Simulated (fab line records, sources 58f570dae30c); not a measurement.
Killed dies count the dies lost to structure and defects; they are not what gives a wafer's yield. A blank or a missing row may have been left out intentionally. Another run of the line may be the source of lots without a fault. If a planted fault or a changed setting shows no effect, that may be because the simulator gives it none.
What tool caused it? ; flow berkeley-cmos170 ; 7 lots with 21 wafers sampled at 2 steps, on a route of 331 steps

## WHAT THE GAUGES SHOWED, per wafer
UCB170_CONTACT_OVL_MEAS_16.
lot;measured;on;CONTACT_OVL (nm)
L988;day 8 10:44;overlay-02;-1 -6 -1
L990;day 9 01:48;overlay-01;-4 -7 -4
L995;day 10 04:52;overlay-02;-4 -6 -8
L999;day 11 09:31;overlay-02;-9 2 -2
L102;day 12 00:46;overlay-02;9 -4 4
L108;day 13 11:59;overlay-02;-1 10 9
L107;day 13 13:10;overlay-01;4 0 9

## EACH LOT AND THE TOOL THAT RAN IT (in order: tool; ch and the chambers of the sampled wafers; start)
lot;UCB170_SDANNEAL_RTA_00
L988;rtp-anneal-02 ch 0, day 8 05:46
L990;rtp-anneal-02 ch 0, day 8 19:59
L995;rtp-anneal-02 ch 0, day 9 22:48
L999;rtp-anneal-02 ch 0, day 11 03:53
L102;rtp-anneal-01 ch 0, day 11 19:34
L108;rtp-anneal-01 ch 0, day 13 05:08
L107;rtp-anneal-01 ch 0, day 13 05:51
- UCB170_SDANNEAL_RTA_00: time 10 s.

## THE ANSWER, worked out from the rows above alone
Rule: usual is defined by the lots themselves. The widest of any qualifying gaps counts: lots, ordered by their means at a reading, are off when they make up no more than a third of the lots, leave a main group of 4 or more, and stand apart from it by 3 or more times the standard deviation of that group's means. Not used: any main group whose means are identical at the precision the tables above print for the reading. A lot without any number at a reading at which 4 lots or more have one is off too. All remaining lots with rows at the step are treated as sound.
None of the lots is off at any reading shown; this tells nothing.

## WHAT THE SIMULATOR HAD PUT IN
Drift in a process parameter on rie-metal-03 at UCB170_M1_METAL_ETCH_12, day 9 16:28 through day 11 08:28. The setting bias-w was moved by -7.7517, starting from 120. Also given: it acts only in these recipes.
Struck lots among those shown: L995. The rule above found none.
